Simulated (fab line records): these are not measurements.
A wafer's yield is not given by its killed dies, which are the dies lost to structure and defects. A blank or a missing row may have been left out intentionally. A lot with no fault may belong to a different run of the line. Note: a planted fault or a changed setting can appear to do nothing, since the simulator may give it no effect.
The tool behind it: which one? | flow rit cmos | 14 lots, 42 wafers sampled, at 5 steps of a route of 202

== WHAT THE GAUGES SHOWED, per wafer ==
RIT_ACTIVE_BOW_MEAS_00. Usual: INCOMING_BOW typically reads 0 um, with standard deviation 6.
lot  | measured    | on            | INCOMING_BOW (um) | flag
L378 | day 1 10:01 | film metro-03 | 3 4 10            |
L379 | day 1 15:00 | film metro-02 | -3 -2 3           |
L381 | day 2 01:01 | film metro-01 | -2 -12 -2         |
L382 | day 2 06:02 | film metro-01 | 2 1 -2            |
L383 | day 2 11:00 | film metro-01 | 6 -4 6            |
L384 | day 2 16:02 | film metro-01 | 9 -3 -5           |
L385 | day 2 21:00 | film metro-02 | -3 3 5            |
L386 | day 3 02:00 | film metro-03 | 0 0 6             |
L388 | day 3 12:01 | film metro-03 | 2 -4 0            |
L390 | day 3 22:02 | film metro-02 | -4 4 3            |
L395 | day 4 23:01 | film metro-03 | -1 -9 -4          |
L399 | day 5 19:04 | film metro-01 | 5 3 -1            |
L400 | day 6 00:01 | film metro-02 | -11 -7 -5         |
L401 | day 6 05:01 | film metro-02 | 2 13 -3           |

RIT_ACTIVE_THK_MEAS_04. Usual: ACTIVE_NITRIDE_THK typically reads 150.2 nm, with standard deviation 1.2.
lot  | measured    | on            | ACTIVE_NITRIDE_THK (nm) | flag
L378 | day 1 15:02 | film metro-03 | 149.0 148.4 148.8       |
L379 | day 1 21:00 | film metro-02 | 147.3 147.3 147.6       |
L381 | day 2 04:32 | film metro-01 | 149.4 151.3 149.9       |
L382 | day 2 11:40 | film metro-03 | 152.1 151.2 152.1       |
L383 | day 2 15:31 | film metro-02 | 151.5 150.9 151.7       |
L384 | day 2 21:14 | film metro-02 | 150.9 151.3 150.9       |
L385 | day 3 01:44 | film metro-01 | 149.5 149.8 151.6       |
L386 | day 3 07:13 | film metro-03 | 149.8 150.7 150.0       |
L388 | day 3 19:26 | film metro-02 | 149.3 148.1 149.3       |
L390 | day 4 01:33 | film metro-02 | 150.8 151.4 151.8       |
L395 | day 5 07:01 | film metro-02 | 150.9 151.7 149.9       |
L399 | day 6 04:06 | film metro-02 | 149.8 150.5 149.2       |
L400 | day 6 09:05 | film metro-03 | 150.7 151.0 149.4       |
L401 | day 6 16:35 | film metro-01 | 150.4 149.3 149.9       |

RIT_FOX2_THK_MEAS_90. Usual: FIELD_OXIDE_LEFT_1_THK typically reads 326 nm, with standard deviation 6.2.
lot  | measured    | on            | FIELD_OXIDE_LEFT_1_THK (nm) | flag
L378 | day 1 22:20 | film metro-04 | 326 322 325                 |
L379 | day 2 05:14 | film metro-04 | 329 326 325                 |
L381 | day 2 12:44 | film metro-01 | 329 331 333                 |
L382 | day 2 21:06 | film metro-03 | 325 322 335                 |
L383 | day 2 23:28 | film metro-04 | 328 327 328                 |
L384 | day 3 02:55 | film metro-03 | 327 331 337                 |
L385 | day 3 16:02 | film metro-04 | 324 326 324                 |
L386 | day 3 19:29 | film metro-01 | 327 324 326                 |
L388 | day 4 03:09 | film metro-04 | 339 334 348                 |
L390 | day 4 09:44 | film metro-03 | 324 322 321                 |
L395 | day 5 16:10 | film metro-04 | 324 321 327                 |
L399 | day 6 13:20 | film metro-03 | 331 324 323                 |
L400 | day 6 19:40 | film metro-01 | 319 315 318                 |
L401 | day 7 05:14 | film metro-04 | 321 322 322                 |

RIT_PWELL_TW_MEAS_10. Usual: PWELL_TW typically reads 961, with standard deviation 8.3.
lot  | measured    | on            | PWELL_TW       | flag
L378 | day 2 01:53 | film metro-04 | 962 964 963    |
L379 | day 2 08:43 | film metro-04 | 965 962 968    |
L381 | day 2 15:57 | film metro-04 | 969 965 965    |
L382 | day 3 00:19 | film metro-02 | 969 964 972    |
L383 | day 3 02:56 | film metro-02 | 964 968 970    |
L384 | day 3 06:21 | film metro-02 | 971 967 967    |
L385 | day 3 19:16 | film metro-04 | 965 964 970    |
L386 | day 3 22:43 | film metro-04 | 961 968 968    |
L388 | day 4 06:28 | film metro-04 | 973 971 969    |
L390 | day 4 12:50 | film metro-04 | 963 975 967    |
L395 | day 5 19:32 | film metro-04 | 969 971 966    |
L399 | day 6 16:34 | film metro-02 | 2033 2027 2040 | OFF
L400 | day 6 22:49 | film metro-01 | 2014 2019 2012 | OFF
L401 | day 7 08:20 | film metro-02 | 967 953 961    |

== EACH LOT AND THE TOOL THAT RAN IT (in order: tool; ch and the chambers of the sampled wafers; start) ==
lot  | RIT_NWELL_COAT_01
L378 | litho track-02 ch 0, day 1 22:38
L379 | litho track-01 ch 0, day 2 05:27
L381 | litho track-02 ch 0, day 2 12:58
L382 | litho track-04 ch 0, day 2 21:20
L383 | litho track-04 ch 0, day 2 23:40
L384 | litho track-01 ch 0, day 3 03:14
L385 | litho track-01 ch 0, day 3 16:15
L386 | litho track-01 ch 0, day 3 19:42
L388 | litho track-04 ch 0, day 4 03:22
L390 | litho track-02 ch 0, day 4 09:59
L395 | litho track-02 ch 0, day 5 16:24
L399 | litho track-04 ch 0, day 6 13:35
L400 | litho track-04 ch 0, day 6 19:54
L401 | litho track-01 ch 0, day 7 05:27
- RIT_NWELL_COAT_01: resist thk 1300 nm.

== WHAT THE TOOLS THEMSELVES READ (means of the sampled wafers that have a number; where no wafer has one, the mark that the record gives instead) ==
RIT_NWELL_COAT_01. Usual: chill plate temp C reads 23.04 C (standard deviation 0.11).
lot  | tool           | chill plate temp C (C) | flag
L378 | litho track-02 | 22.94                  |
L379 | litho track-01 | 23.17                  |
L381 | litho track-02 | 23.03                  |
L382 | litho track-04 | 23.17                  |
L383 | litho track-04 | 23.05                  |
L384 | litho track-01 | 23.16                  |
L385 | litho track-01 | 23.02                  |
L386 | litho track-01 | 23.02                  |
L388 | litho track-04 | 22.97                  |
L390 | litho track-02 | 23.09                  |
L395 | litho track-02 | 22.83                  |
L399 | litho track-04 | 23.00                  |
L400 | litho track-04 | 23.10                  |
L401 | litho track-01 | 23.10                  |

== THE ANSWER, worked out from the rows above alone ==
Rule: a lot is off if the mean of its wafers that have a number lies more than 3 standard deviations from the usual mean. A lot without any number at a reading at which 4 lots or more have one is off too. Any other lot the step has rows for is counted as sound. First the gauges in route order, then the tools' own readings, where a lot's mean is used as printed above. The first step at which some lot is off is used, and at that step the reading that is off furthest; a lot without a number counts as furthest.
Off: L399, L400, seen at RIT_PWELL_TW_MEAS_10 (PWELL_TW).
If a tool, at a process step before that reading, ran all the lots that are off and no sound lot after the first of them, it fits. Gauges at RIT_PWELL_TW_MEAS_10: tried the same way as those tools. One candidate fits, namely litho track-04 at RIT_NWELL_COAT_01. Its last sound lot is L388 (day 4 03:22), its first lot that is off L399 (day 6 13:35): a fault that began between those two fits.

== WHAT THE SIMULATOR HAD PUT IN ==
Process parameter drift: litho track-04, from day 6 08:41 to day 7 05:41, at RIT_NWELL_COAT_01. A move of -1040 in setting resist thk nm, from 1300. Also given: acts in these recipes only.
Lots struck among those shown: L399, L400. The rule above reached the same finding.
